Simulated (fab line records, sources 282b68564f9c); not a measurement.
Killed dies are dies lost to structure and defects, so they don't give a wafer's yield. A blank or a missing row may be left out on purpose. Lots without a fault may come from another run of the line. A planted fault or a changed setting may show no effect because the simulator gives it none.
A struck lot beside a sound one | flow rit_cmos | 18 steps out of a route of 202
Sound: wafers L931.3, L931.5, L931.6. Struck: wafers L937.3, L937.5, L937.6. The cause comes at the end.
At each step with rows: each side's tool, then ch and its chambers, then its first start. Under that, the readings that differ: sound wafers | struck wafers | difference of the means | sigmas: that difference in standard deviations of wafers without a fault.
alike: readings whose means differ by less than 2 such deviations, and words and numbers that are the same on both sides. not compared: withheld readings, readings that some wafer has no value for, bounds like >300 that may hide the same value, and numbers for which the record gives no deviation and whose values overlap.
The two part at a step that has a row with sigmas, a row that says differs or no value, or rows on one side only. Numbers that don't overlap but have no deviation are shown without sigmas and don't part them. A reading that every wafer of one side lacks parts them only if that side has two wafers or more.

first, 4 steps without rows for these wafers: RIT_PSD_SOFTBAKE_02 (time 60 s); RIT_PSD_EXPOSE_03 (exposes mask M10, target cd 40900 nm); RIT_PSD_PEB_04; RIT_PSD_DEVELOP_05 (develop time 50 s).
RIT_PSD_OVL_MEAS_06:
  sound on overlay-01, day 3 11:44; struck on overlay-02, day 4 16:55
  alike: PSD_OVL
then, 2 steps without rows for these wafers: RIT_PSD_HARDBAKE_07 (time 60 s); RIT_PSD_IMPLANT_08.
RIT_PSD_STRIP_09: strips in O2, time 180 s.
  sound on plasma_asher-04 ch 0,1, day 3 12:07; struck on plasma_asher-02 ch 0,1, day 4 17:17
  alike: drypump_motor_current_A
  not compared: rf_hours_counter_h
RIT_PSD_TW_MEAS_10:
  sound on film_metro-02, day 3 12:15; struck on film_metro-01, day 4 17:26
  reading | sound          | struck         | difference | sigmas
  PSD_TW  | 3464 3479 3475 | 3380 3332 3365 | -114       | -3
then, 3 steps without rows for these wafers: RIT_SDANNEAL_CLEAN_00 (cleans in SC1, time 600 s); RIT_SDANNEAL_CLEAN_01 (cleans in dHF, time 30 s); RIT_SDANNEAL_CLEAN_02 (cleans in SC2, time 600 s).
RIT_SDANNEAL_RTA_03: time 5 s.
  sound on rtp_anneal-02 ch 0, day 3 13:05; struck on rtp_anneal-02 ch 0, day 4 17:52
  alike: wafer_temp_C_max
RIT_SDANNEAL_RS_MEAS_04: measures by four-point-probe.
  sound on film_metro-03, day 3 13:10; struck on film_metro-03, day 4 17:57
  reading         | sound                | struck               | difference | sigmas
  PSD_RS (ohm/sq) | 115.91 116.04 116.02 | 118.42 118.61 118.63 | +2.56      | +10
RIT_SDANNEAL_RS_MEAS_05: measures by four-point-probe.
  sound on film_metro-03, day 3 13:17; struck on film_metro-03, day 4 18:04
  reading         | sound             | struck            | difference | sigmas
  NSD_RS (ohm/sq) | 84.50 84.30 84.38 | 85.17 85.20 85.45 | +0.88      | +3
RIT_SDANNEAL_RS_MEAS_06: measures by four-point-probe.
  sound on film_metro-03, day 3 13:25; struck on film_metro-03, day 4 18:11
  reading          | sound             | struck            | difference | sigmas
  PLDD_RS (ohm/sq) | 178.1 178.8 178.4 | 182.2 182.0 182.4 | +3.8       | +8
RIT_SDANNEAL_RS_MEAS_07: measures by four-point-probe.
  sound on film_metro-03, day 3 13:32; struck on film_metro-03, day 4 18:19
  alike: NLDD_RS
RIT_M1_PROBE_99:
  sound on prober-02, day 3 20:41; struck on prober-02, day 5 02:46
  reading                                 | sound             | struck            | difference | sigmas
  model.etest.vpnp.gain                   | 1.043 1.019 1.039 | 1 0.9793 0.9821   | +0         |
  model.etest.diode_pplus_comb.cj_ff_um2  | 1.993 2.011 2.003 | 1.947 1.944 1.958 | -0.053     |
  model.etest.diode_pplus_nwell.cj_ff_um2 | 1.709 1.708 1.713 | 1.647 1.668 1.654 | -0.054     |
  alike: killed_at_M0_to_M3, killed_at_contacts, killed_at_front_end, killed_dies, killed_open, killed_short

WHERE THEY PART
First at RIT_PSD_TW_MEAS_10; last, within this record, at RIT_SDANNEAL_RS_MEAS_06. Later steps at which nothing parts them and some readings are alike: RIT_SDANNEAL_RS_MEAS_07, RIT_M1_PROBE_99.

WHY: what the simulator had put in
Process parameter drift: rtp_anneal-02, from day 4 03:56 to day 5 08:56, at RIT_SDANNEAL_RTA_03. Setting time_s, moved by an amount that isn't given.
